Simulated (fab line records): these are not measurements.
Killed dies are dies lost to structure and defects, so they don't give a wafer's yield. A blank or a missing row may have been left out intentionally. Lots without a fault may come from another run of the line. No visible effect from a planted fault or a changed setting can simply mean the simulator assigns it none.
fab line records :: flow rit-cmos
record:
  lots: 7
  wafers: 21
  last-day: 7
route steps=202 shown NRETRO@53 PRETRO@64
lots that met no fault: taken from a fault-free run of the same line
start-h: start of the lot's first displayed wafer, in hours after the record's first day :: wait-h: hours since the lot's step before :: " repeats the value in the row above :: L1.1+2: one row covering several wafers at once :: - value missing, or start not given :: * or withheld: withheld :: < > ~ a bound
route shown NAME@n: NAME is a module with steps in the file, n the number in the route of the first one :: usual: mean/standard deviation of fault-free wafers :: same: alike in all rows :: chamber/n: place in a boat :: sites: readings site by site :: _std_site: their standard deviation :: _edge_site: mean of outer sites minus mean of inner sites :: radius-mm: for every site, how far away it sits from the centre of the wafer :: mask NAME#n: copy n :: behind: the tool/chamber that last shaped the wafer :: hold: why the lot was held/for how many hours/how that ended :: device: names the non-switching transistor (n, p or np) :: end of line: tests of these same wafers at the route's end :: where a step has no rows: the recipe by itself :: killed: dies that structure and defects cost at the first sort, which is not the same as the wafer's yield :: map: a wafer's dies, marking killed ones x, the rest . and places with no die _
set.NAME: the setting as run; set.NAME@STEP: as run at that earlier step :: model.NAME: the simulator's own value behind a step, which no gauge read
a table for each step, a row for each wafer; lots at some steps of the route
services: a tool's chamber out of use, with start hour (start-h, from the record's first day; less than 0 if before it), hours out, and reason
== steps ==
step: RIT_NRETRO_HMDS_00
recipe:
  prime-time-s: 60
  prime-temp-c: 140
step: RIT_NRETRO_COAT_01
recipe:
  resist: NOVOLAK
  spin-rpm: 2000
  resist-thk-nm: 1300
step: RIT_NRETRO_SOFTBAKE_02
recipe:
  resist: NOVOLAK
  temp-c: 90
  time-s: 60
step: RIT_NRETRO_EXPOSE_03
recipe:
  mask-id: M4
  na: 0.57
  target-cd-nm: 43900
  dose-mj: 250
step: RIT_NRETRO_PEB_04
recipe:
  resist: NOVOLAK
  temp-c: withheld
  time-s: withheld
step: RIT_NRETRO_DEVELOP_05
recipe:
  resist: NOVOLAK
  develop-time-s: 68
  dev-temp-c: 23
step: RIT_NRETRO_OVL_MEAS_06
usual:
  NRETRO_OVL: 0.9/1.4
lot.wafer: L187.2
tool: overlay-01
chamber: -
start-h: 44.37
wait-h: -
NRETRO_OVL[nm]: 0.0

lot.wafer: L187.5
tool: overlay-01
chamber: -
start-h: 44.37
wait-h: -
NRETRO_OVL[nm]: -1.2

lot.wafer: L187.6
tool: overlay-01
chamber: -
start-h: 44.37
wait-h: -
NRETRO_OVL[nm]: -0.7

lot.wafer: L193.3
tool: overlay-02
chamber: -
start-h: 77.89
wait-h: -
NRETRO_OVL[nm]: 2.0

lot.wafer: L193.5
tool: overlay-02
chamber: -
start-h: 77.89
wait-h: -
NRETRO_OVL[nm]: 0.0

lot.wafer: L193.6
tool: overlay-02
chamber: -
start-h: 77.89
wait-h: -
NRETRO_OVL[nm]: 3.2

lot.wafer: L195.1
tool: overlay-01
chamber: -
start-h: 87.08
wait-h: -
NRETRO_OVL[nm]: 1.1

lot.wafer: L195.5
tool: overlay-01
chamber: -
start-h: 87.08
wait-h: -
NRETRO_OVL[nm]: 0.9

lot.wafer: L195.6
tool: overlay-01
chamber: -
start-h: 87.08
wait-h: -
NRETRO_OVL[nm]: -0.1

lot.wafer: L196.1
tool: overlay-02
chamber: -
start-h: 91.28
wait-h: -
NRETRO_OVL[nm]: 1.9

lot.wafer: L196.3
tool: overlay-02
chamber: -
start-h: 91.28
wait-h: -
NRETRO_OVL[nm]: 0.6

lot.wafer: L196.6
tool: overlay-02
chamber: -
start-h: 91.28
wait-h: -
NRETRO_OVL[nm]: 2.4

lot.wafer: L197.1
tool: overlay-01
chamber: -
start-h: 95.36
wait-h: -
NRETRO_OVL[nm]: 1.3

lot.wafer: L197.4
tool: overlay-01
chamber: -
start-h: 95.36
wait-h: -
NRETRO_OVL[nm]: 1.2

lot.wafer: L197.5
tool: overlay-01
chamber: -
start-h: 95.36
wait-h: -
NRETRO_OVL[nm]: 1.9

lot.wafer: L202.2
tool: overlay-01
chamber: -
start-h: 119.52
wait-h: -
NRETRO_OVL[nm]: -1.2

lot.wafer: L202.4
tool: overlay-01
chamber: -
start-h: 119.52
wait-h: -
NRETRO_OVL[nm]: -0.7

lot.wafer: L202.5
tool: overlay-01
chamber: -
start-h: 119.52
wait-h: -
NRETRO_OVL[nm]: 0.9

lot.wafer: L206.2
tool: overlay-01
chamber: -
start-h: 139.62
wait-h: -
NRETRO_OVL[nm]: 2.2

lot.wafer: L206.3
tool: overlay-01
chamber: -
start-h: 139.62
wait-h: -
NRETRO_OVL[nm]: 0.6

lot.wafer: L206.5
tool: overlay-01
chamber: -
start-h: 139.62
wait-h: -
NRETRO_OVL[nm]: 1.8
step: RIT_NRETRO_HARDBAKE_07
recipe:
  resist: NOVOLAK
  temp-c: 140
  time-s: 120
step: RIT_NRETRO_IMPLANT_08
recipe:
  species: P
  energy-kev: 70
  dose-cm2: 9.862e+12
  tilt-deg: 7
step: RIT_NRETRO_STRIP_09
recipe:
  chemistry: O2
  time-s: 180
  resist: NOVOLAK
  platen-temp-c: withheld
  power-w: 500
  pressure-mtorr: 4000
  o2-flow-sccm: 4000
usual:
  drypump-motor-current-A: 5.6/0.43
lot.wafer: L187.2
tool: plasma-asher-01
chamber: 0
start-h: 44.80
wait-h: 0.1
drypump-motor-current-A: 6.2
rf-hours-counter-h: 41

lot.wafer: L187.5
tool: plasma-asher-01
chamber: 0
start-h: 44.80
wait-h: 0.1
drypump-motor-current-A: 6.2
rf-hours-counter-h: -

lot.wafer: L187.6
tool: plasma-asher-01
chamber: 1
start-h: 44.80
wait-h: 0.1
drypump-motor-current-A: 4.8
rf-hours-counter-h: -

lot.wafer: L193.3
tool: plasma-asher-02
chamber: 0
start-h: 78.37
wait-h: 0.1
drypump-motor-current-A: 5.7
rf-hours-counter-h: -

lot.wafer: L193.5
tool: plasma-asher-02
chamber: 0
start-h: 78.37
wait-h: 0.1
drypump-motor-current-A: 5.7
rf-hours-counter-h: -

lot.wafer: L193.6
tool: plasma-asher-02
chamber: 1
start-h: 78.37
wait-h: 0.1
drypump-motor-current-A: 5.4
rf-hours-counter-h: -

lot.wafer: L195.1
tool: plasma-asher-03
chamber: 1
start-h: 87.52
wait-h: 0.1
drypump-motor-current-A: 5.8
rf-hours-counter-h: 44

lot.wafer: L195.5
tool: plasma-asher-03
chamber: 0
start-h: 87.52
wait-h: 0.1
drypump-motor-current-A: 5.8
rf-hours-counter-h: -

lot.wafer: L195.6
tool: plasma-asher-03
chamber: 1
start-h: 87.52
wait-h: 0.1
drypump-motor-current-A: 5.7
rf-hours-counter-h: -

lot.wafer: L196.1
tool: plasma-asher-03
chamber: 1
start-h: 91.72
wait-h: 0.1
drypump-motor-current-A: 5.7
rf-hours-counter-h: 44

lot.wafer: L196.3
tool: plasma-asher-03
chamber: 1
start-h: 91.72
wait-h: 0.1
drypump-motor-current-A: 5.7
rf-hours-counter-h: -

lot.wafer: L196.6
tool: plasma-asher-03
chamber: 1
start-h: 91.72
wait-h: 0.1
drypump-motor-current-A: 5.7
rf-hours-counter-h: -

lot.wafer: L197.1
tool: plasma-asher-01
chamber: 0
start-h: 95.79
wait-h: 0.1
drypump-motor-current-A: 6.2
rf-hours-counter-h: 46

lot.wafer: L197.4
tool: plasma-asher-01
chamber: 0
start-h: 95.79
wait-h: 0.1
drypump-motor-current-A: 6.2
rf-hours-counter-h: -

lot.wafer: L197.5
tool: plasma-asher-01
chamber: 0
start-h: 95.79
wait-h: 0.1
drypump-motor-current-A: 6.2
rf-hours-counter-h: -

lot.wafer: L202.2
tool: plasma-asher-03
chamber: 0
start-h: 119.95
wait-h: 0.1
drypump-motor-current-A: 5.7
rf-hours-counter-h: 48

lot.wafer: L202.4
tool: plasma-asher-03
chamber: 1
start-h: 119.95
wait-h: 0.1
drypump-motor-current-A: 5.7
rf-hours-counter-h: -

lot.wafer: L202.5
tool: plasma-asher-03
chamber: 1
start-h: 119.95
wait-h: 0.1
drypump-motor-current-A: 5.7
rf-hours-counter-h: -

lot.wafer: L206.2
tool: plasma-asher-01
chamber: 0
start-h: 140.05
wait-h: 0.1
drypump-motor-current-A: 6.1
rf-hours-counter-h: 51

lot.wafer: L206.3
tool: plasma-asher-01
chamber: 1
start-h: 140.05
wait-h: 0.1
drypump-motor-current-A: 4.8
rf-hours-counter-h: -

lot.wafer: L206.5
tool: plasma-asher-01
chamber: 0
start-h: 140.05
wait-h: 0.1
drypump-motor-current-A: 6.1
rf-hours-counter-h: -
step: RIT_NRETRO_TW_MEAS_10
usual:
  NRETRO_TW: 1056/18
lot.wafer: L187.2
tool: film-metro-03
chamber: -
start-h: 44.98
wait-h: 0.1
NRETRO_TW: 1078

lot.wafer: L187.5
tool: film-metro-03
chamber: -
start-h: 44.98
wait-h: 0.1
NRETRO_TW: 1078

lot.wafer: L187.6
tool: film-metro-03
chamber: -
start-h: 44.98
wait-h: 0.1
NRETRO_TW: 1081

lot.wafer: L193.3
tool: film-metro-02
chamber: -
start-h: 78.51
wait-h: 0.1
NRETRO_TW: 1050

lot.wafer: L193.5
tool: film-metro-02
chamber: -
start-h: 78.51
wait-h: 0.1
NRETRO_TW: 1044

lot.wafer: L193.6
tool: film-metro-02
chamber: -
start-h: 78.51
wait-h: 0.1
NRETRO_TW: 1046

lot.wafer: L195.1
tool: film-metro-02
chamber: -
start-h: 87.69
wait-h: 0.1
NRETRO_TW: 1042

lot.wafer: L195.5
tool: film-metro-02
chamber: -
start-h: 87.69
wait-h: 0.1
NRETRO_TW: 1048

lot.wafer: L195.6
tool: film-metro-02
chamber: -
start-h: 87.69
wait-h: 0.1
NRETRO_TW: 1049

lot.wafer: L196.1
tool: film-metro-03
chamber: -
start-h: 91.90
wait-h: 0.1
NRETRO_TW: 1076

lot.wafer: L196.3
tool: film-metro-03
chamber: -
start-h: 91.90
wait-h: 0.1
NRETRO_TW: 1070

lot.wafer: L196.6
tool: film-metro-03
chamber: -
start-h: 91.90
wait-h: 0.1
NRETRO_TW: 1070

lot.wafer: L197.1
tool: film-metro-03
chamber: -
start-h: 95.97
wait-h: 0.1
NRETRO_TW: 1072

lot.wafer: L197.4
tool: film-metro-03
chamber: -
start-h: 95.97
wait-h: 0.1
NRETRO_TW: 1071

lot.wafer: L197.5
tool: film-metro-03
chamber: -
start-h: 95.97
wait-h: 0.1
NRETRO_TW: 1071

lot.wafer: L202.2
tool: film-metro-01
chamber: -
start-h: 120.13
wait-h: 0.1
NRETRO_TW: 1040

lot.wafer: L202.4
tool: film-metro-01
chamber: -
start-h: 120.13
wait-h: 0.1
NRETRO_TW: 1036

lot.wafer: L202.5
tool: film-metro-01
chamber: -
start-h: 120.13
wait-h: 0.1
NRETRO_TW: 1034

lot.wafer: L206.2
tool: film-metro-01
chamber: -
start-h: 140.24
wait-h: 0.1
NRETRO_TW: 1028

lot.wafer: L206.3
tool: film-metro-01
chamber: -
start-h: 140.24
wait-h: 0.1
NRETRO_TW: 1030

lot.wafer: L206.5
tool: film-metro-01
chamber: -
start-h: 140.24
wait-h: 0.1
NRETRO_TW: 1034
step: RIT_PRETRO_HMDS_00
recipe:
  prime-time-s: 60
  prime-temp-c: 140
step: RIT_PRETRO_COAT_01
recipe:
  resist: NOVOLAK
  spin-rpm: 2000
  resist-thk-nm: 1300
usual:
  chill-plate-temp-C: 23.00/0.11
  dispense-pressure-kPa: 52.9/2.6
lot.wafer: L187.2
tool: litho-track-02
chamber: 0
start-h: 45.21
wait-h: 0.1
chill-plate-temp-C: 23.09
dispense-pressure-kPa: 51.3

lot.wafer: L187.5
tool: litho-track-02
chamber: 0
start-h: 45.21
wait-h: 0.1
chill-plate-temp-C: 22.92
dispense-pressure-kPa: 51.4

lot.wafer: L187.6
tool: litho-track-02
chamber: 0
start-h: 45.21
wait-h: 0.1
chill-plate-temp-C: 23.01
dispense-pressure-kPa: 51.4

lot.wafer: L193.3
tool: litho-track-02
chamber: 0
start-h: 78.75
wait-h: 0.1
chill-plate-temp-C: 22.90
dispense-pressure-kPa: 51.4

lot.wafer: L193.5
tool: litho-track-02
chamber: 0
start-h: 78.75
wait-h: 0.1
chill-plate-temp-C: 22.86
dispense-pressure-kPa: 51.4

lot.wafer: L193.6
tool: litho-track-02
chamber: 0
start-h: 78.75
wait-h: 0.1
chill-plate-temp-C: 22.87
dispense-pressure-kPa: 51.4

lot.wafer: L195.1
tool: litho-track-02
chamber: -
start-h: 87.90
wait-h: 0.1
chill-plate-temp-C: -
dispense-pressure-kPa: -

lot.wafer: L195.5
tool: litho-track-02
chamber: -
start-h: 87.90
wait-h: 0.1
chill-plate-temp-C: -
dispense-pressure-kPa: -

lot.wafer: L195.6
tool: litho-track-02
chamber: -
start-h: 87.90
wait-h: 0.1
chill-plate-temp-C: -
dispense-pressure-kPa: -

lot.wafer: L196.1
tool: litho-track-02
chamber: -
start-h: 92.11
wait-h: 0.1
chill-plate-temp-C: -
dispense-pressure-kPa: -

lot.wafer: L196.3
tool: litho-track-02
chamber: -
start-h: 92.11
wait-h: 0.1
chill-plate-temp-C: -
dispense-pressure-kPa: -

lot.wafer: L196.6
tool: litho-track-02
chamber: -
start-h: 92.11
wait-h: 0.1
chill-plate-temp-C: -
dispense-pressure-kPa: -

lot.wafer: L197.1
tool: litho-track-02
chamber: -
start-h: 96.21
wait-h: 0.1
chill-plate-temp-C: -
dispense-pressure-kPa: -

lot.wafer: L197.4
tool: litho-track-02
chamber: -
start-h: 96.21
wait-h: 0.1
chill-plate-temp-C: -
dispense-pressure-kPa: -

lot.wafer: L197.5
tool: litho-track-02
chamber: -
start-h: 96.21
wait-h: 0.1
chill-plate-temp-C: -
dispense-pressure-kPa: -

lot.wafer: L202.2
tool: litho-track-02
chamber: 0
start-h: 120.36
wait-h: 0.1
chill-plate-temp-C: 23.09
dispense-pressure-kPa: 51.4

lot.wafer: L202.4
tool: litho-track-02
chamber: 0
start-h: 120.36
wait-h: 0.1
chill-plate-temp-C: 23.23
dispense-pressure-kPa: 51.4

lot.wafer: L202.5
tool: litho-track-02
chamber: 0
start-h: 120.36
wait-h: 0.1
chill-plate-temp-C: 23.18
dispense-pressure-kPa: 51.4

lot.wafer: L206.2
tool: litho-track-03
chamber: 0
start-h: 140.51
wait-h: 0.1
chill-plate-temp-C: 23.05
dispense-pressure-kPa: 57.0

lot.wafer: L206.3
tool: litho-track-03
chamber: 0
start-h: 140.51
wait-h: 0.1
chill-plate-temp-C: 23.10
dispense-pressure-kPa: 57.0

lot.wafer: L206.5
tool: litho-track-03
chamber: 0
start-h: 140.51
wait-h: 0.1
chill-plate-temp-C: 22.90
dispense-pressure-kPa: 57.0
step: RIT_PRETRO_SOFTBAKE_02
recipe:
  resist: NOVOLAK
  temp-c: 90
  time-s: 60
step: RIT_PRETRO_EXPOSE_03
recipe:
  mask-id: M5
  na: 0.57
  target-cd-nm: 43700
  dose-mj: 250
step: RIT_PRETRO_PEB_04
recipe:
  resist: NOVOLAK
  temp-c: withheld
  time-s: withheld
step: RIT_PRETRO_DEVELOP_05
recipe:
  resist: NOVOLAK
  develop-time-s: 68
  dev-temp-c: 23
step: RIT_PRETRO_OVL_MEAS_06
usual:
  PRETRO_OVL: -0.8/1.3
lot.wafer: L187.2
tool: overlay-01
chamber: -
start-h: 45.92
wait-h: -
PRETRO_OVL[nm]: -0.3

lot.wafer: L187.5
tool: overlay-01
chamber: -
start-h: 45.92
wait-h: -
PRETRO_OVL[nm]: -1.1

lot.wafer: L187.6
tool: overlay-01
chamber: -
start-h: 45.92
wait-h: -
PRETRO_OVL[nm]: -0.8

lot.wafer: L193.3
tool: overlay-02
chamber: -
start-h: 79.44
wait-h: -
PRETRO_OVL[nm]: -0.3

lot.wafer: L193.5
tool: overlay-02
chamber: -
start-h: 79.44
wait-h: -
PRETRO_OVL[nm]: 0.3

lot.wafer: L193.6
tool: overlay-02
chamber: -
start-h: 79.44
wait-h: -
PRETRO_OVL[nm]: 2.7

lot.wafer: L195.1
tool: overlay-01
chamber: -
start-h: 88.76
wait-h: -
PRETRO_OVL[nm]: -

lot.wafer: L195.5
tool: overlay-01
chamber: -
start-h: 88.76
wait-h: -
PRETRO_OVL[nm]: -

lot.wafer: L195.6
tool: overlay-01
chamber: -
start-h: 88.76
wait-h: -
PRETRO_OVL[nm]: -

lot.wafer: L196.1
tool: overlay-02
chamber: -
start-h: 92.84
wait-h: -
PRETRO_OVL[nm]: -

lot.wafer: L196.3
tool: overlay-02
chamber: -
start-h: 92.84
wait-h: -
PRETRO_OVL[nm]: -

lot.wafer: L196.6
tool: overlay-02
chamber: -
start-h: 92.84
wait-h: -
PRETRO_OVL[nm]: -

lot.wafer: L197.1
tool: overlay-01
chamber: -
start-h: 96.94
wait-h: -
PRETRO_OVL[nm]: -

lot.wafer: L197.4
tool: overlay-01
chamber: -
start-h: 96.94
wait-h: -
PRETRO_OVL[nm]: -

lot.wafer: L197.5
tool: overlay-01
chamber: -
start-h: 96.94
wait-h: -
PRETRO_OVL[nm]: -

lot.wafer: L202.2
tool: overlay-01
chamber: -
start-h: 121.07
wait-h: -
PRETRO_OVL[nm]: 0.5

lot.wafer: L202.4
tool: overlay-01
chamber: -
start-h: 121.07
wait-h: -
PRETRO_OVL[nm]: -1.1

lot.wafer: L202.5
tool: overlay-01
chamber: -
start-h: 121.07
wait-h: -
PRETRO_OVL[nm]: 0.5

lot.wafer: L206.2
tool: overlay-02
chamber: -
start-h: 141.22
wait-h: -
PRETRO_OVL[nm]: -2.0

lot.wafer: L206.3
tool: overlay-02
chamber: -
start-h: 141.22
wait-h: -
PRETRO_OVL[nm]: -2.6

lot.wafer: L206.5
tool: overlay-02
chamber: -
start-h: 141.22
wait-h: -
PRETRO_OVL[nm]: -2.3
step: RIT_PRETRO_HARDBAKE_07
recipe:
  resist: NOVOLAK
  temp-c: 140
  time-s: 120
== services ==
tool: plasma-asher-03
chamber: -
start-h: 61.16
hours: 2.7
kind: repair

tool: plasma-asher-02
chamber: -
start-h: 70.02
hours: 8.1
kind: repair

tool: plasma-asher-01
chamber: -
start-h: 74.99
hours: 3.2
kind: repair

tool: plasma-asher-01
chamber: -
start-h: 90.39
hours: 5.1
kind: repair

tool: plasma-asher-02
chamber: -
start-h: 108.75
hours: 9.0
kind: pm

tool: plasma-asher-02
chamber: 0
start-h: 108.75
hours: 9.0
kind: vent-cycle

tool: plasma-asher-02
chamber: 1
start-h: 108.75
hours: 9.0
kind: vent-cycle

tool: plasma-asher-01
chamber: -
start-h: 115.79
hours: 4.3
kind: repair

tool: plasma-asher-02
chamber: 0
start-h: 117.75
hours: -
kind: clean

tool: plasma-asher-02
chamber: 1
start-h: 117.75
hours: -
kind: clean
== key ==
first-sign:
  step: RIT_PRETRO_COAT_01
  reading: tool-record
  direction: missing
effect:
  step: RIT_PRETRO_OVL_MEAS_06
  reading: PRETRO_OVL
  direction: missing
met-at RIT_PRETRO_COAT_01
struck-wafers L195.1,L195.5,L195.6,L196.1,L196.3,L196.6,L197.1,L197.4,L197.5
sort-left-out L195.1,L195.5,L195.6,L196.1,L196.3,L196.6,L197.1,L197.4,L197.5
tester-left-out L195,L196,L197
onset-between 78.75 87.90
fault:
  kind: skipped-step-whole
  tool: litho-track-02
  chamber: -
  onset-h: 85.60
  steps: RIT_PRETRO_COAT_01
  scope: struck-lots-only
tester-left-out: of these lots the tester's yield and bins aren't shown, on N5 and GAA mostly nor the transistor test; their killed dies are dies lost to structure and defects alone, not to doping, threshold or leakage, so they don't give the yield
sort-left-out: the simulated sort isn't trusted on such a fault, so these wafers' sort isn't shown, and their yield isn't known
